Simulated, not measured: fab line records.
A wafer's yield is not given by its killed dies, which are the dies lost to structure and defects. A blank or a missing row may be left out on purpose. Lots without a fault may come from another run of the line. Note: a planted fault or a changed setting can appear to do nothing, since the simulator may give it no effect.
Check for tools in common | flow berkeley cmos170 | Sample size 15 lots and 54 wafers

THE REASON FOR OPENING IT
3 of 15 lots carry a flag on the reading V2_TEOS_THK at UCB170_V2_THK_MEAS_01. Fault-free wafers read 1993 nm, with a standard deviation of 26.
Rule: a lot gets a flag if all its wafers with a number sit over 4 standard deviations from that mean, or if no wafer of it has a number. The rest of the lots are taken to be sound.

lot  | measured     | on            | V2_TEOS_THK (nm), wafer by wafer | flag
L792 | day 7 02:29  | film metro-02 | 1983 1997 2007                   |
L793 | day 7 13:59  | film metro-03 | 1912 1935 1962                   |
L794 | day 7 15:24  | film metro-01 | 2009 1982 2023                   |
L795 | day 8 03:06  | film metro-03 | 1993 2002 2005                   |
L798 | day 8 13:10  | film metro-01 | 1976 1993 2018                   |
L799 | day 8 13:37  | film metro-03 | 2019 2016 2009                   |
L797 | day 8 13:40  | film metro-02 | 2006 2001 2044                   |
L800 | day 8 23:43  | film metro-02 | 1989 2001 1996                   |
L801 | day 9 05:30  | film metro-01 | 1983 1977 2001                   |
L803 | day 10 00:04 | film metro-02 | 3931 3945 3974 3931 3947 3973    | FLAGGED
L802 | day 10 00:15 | film metro-02 | 1954 2003 1995                   |
L804 | day 10 05:20 | film metro-01 | 1987 2044 2020                   |
L805 | day 10 05:55 | film metro-03 | 3924 3992 3963 3927 3991 3963    | FLAGGED
L812 | day 11 20:44 | film metro-02 | 3897 3989 3956 3896 3990 3956    | FLAGGED
L815 | day 12 13:09 | film metro-01 | 2000 2018 2006                   |
The mean of the flagged lots' numbers is 3952 nm, +1960 nm from the usual (+75 standard deviations).

WHICH TOOL RAN EACH LOT
Before the reading, the record contains 2 process steps out of a 331-step route. Each cell gives the tool, then ch followed by the chambers the sampled wafers passed through, then the start.
lot  | flag    | UCB170_V1_CMP_02             | UCB170_V2_CVD_00
L792 |         | cmp-02 ch 1,2,3, day 6 20:16 | pecvd-04 ch 0,1, day 7 02:14
L793 |         | cmp-02 ch 1,2,3, day 7 06:11 | pecvd-02 ch 0,1, day 7 13:50
L794 |         | cmp-01 ch 0,1,2, day 7 09:01 | pecvd-04 ch 0,1,2, day 7 15:15
L795 |         | cmp-02 ch 0,2, day 7 22:07   | pecvd-01 ch 0,1,2, day 8 02:56
L798 |         | cmp-02 ch 1,2,3, day 8 08:11 | pecvd-04 ch 0,1, day 8 13:01
L799 |         | cmp-01 ch 1,2, day 8 08:11   | pecvd-02 ch 0,1, day 8 13:26
L797 |         | cmp-02 ch 1,2,3, day 8 08:29 | pecvd-01 ch 1,2, day 8 13:30
L800 |         | cmp-02 ch 0,3, day 8 15:01   | pecvd-01 ch 0,1,2, day 8 23:33
L801 |         | cmp-01 ch 2,3, day 9 00:39   | pecvd-01 ch 0,1,2, day 9 05:20
L803 | FLAGGED | cmp-02 ch 0,2,3, day 9 18:38 | pecvd-04 ch 1,2, day 9 23:34
L802 |         | cmp-01 ch 0,2, day 9 18:35   | pecvd-02 ch 0,2, day 10 00:05
L804 |         | cmp-02 ch 1,2,3, day 9 23:23 | pecvd-01 ch 0,1, day 10 05:10
L805 | FLAGGED | cmp-01 ch 0,1,2, day 9 23:20 | pecvd-04 ch 1,2, day 10 05:26
L812 | FLAGGED | cmp-02 ch 1,3, day 11 14:54  | pecvd-04 ch 0,1,2, day 11 20:14
L815 |         | cmp-02 ch 2,3, day 12 04:28  | pecvd-02 ch 0,2, day 12 12:55
What these steps do:
- UCB170_V1_CMP_02: polishes SiO2.
- UCB170_V2_CVD_00: deposits SiO2 from TEOS/O2, target thk 2000 nm, time 250 s.
- UCB170_V2_THK_MEAS_01

FLAGGED AGAINST TOTAL, ONE TOOL AT A TIME (gauges that did the reading follow at the end)
step                  | tool          | lots run | flagged | share of the flagged lots | sound lots run after its first flagged lot
UCB170_V1_CMP_02      | cmp-01        | 5        | 1       | some                      | 0
UCB170_V1_CMP_02      | cmp-02        | 10       | 2       | some                      | 2 (L804,L815)
UCB170_V2_CVD_00      | pecvd-01      | 5        | 0       | none                      | -
UCB170_V2_CVD_00      | pecvd-02      | 4        | 0       | none                      | -
UCB170_V2_CVD_00      | pecvd-04      | 6        | 3       | all                       | 0
UCB170_V2_THK_MEAS_01 | film metro-01 | 5        | 0       | none                      | -
UCB170_V2_THK_MEAS_01 | film metro-02 | 6        | 2       | some                      | 1 (L802)
UCB170_V2_THK_MEAS_01 | film metro-03 | 4        | 1       | some                      | 0

THE TABLE: WHAT IT ALLOWS
In the table, 1 row covers all flagged lots: pecvd-04 at UCB170_V2_CVD_00.
- pecvd-04 at UCB170_V2_CVD_00 ran 6 lots, 3 of them flagged. Last sound lot L798 at day 8 13:01, first flagged lot L803 at day 9 23:34; a fault beginning in between fits.
pecvd-04 at UCB170_V2_CVD_00 is the single tool remaining.

WHAT THE SIMULATOR HAD INSERTED
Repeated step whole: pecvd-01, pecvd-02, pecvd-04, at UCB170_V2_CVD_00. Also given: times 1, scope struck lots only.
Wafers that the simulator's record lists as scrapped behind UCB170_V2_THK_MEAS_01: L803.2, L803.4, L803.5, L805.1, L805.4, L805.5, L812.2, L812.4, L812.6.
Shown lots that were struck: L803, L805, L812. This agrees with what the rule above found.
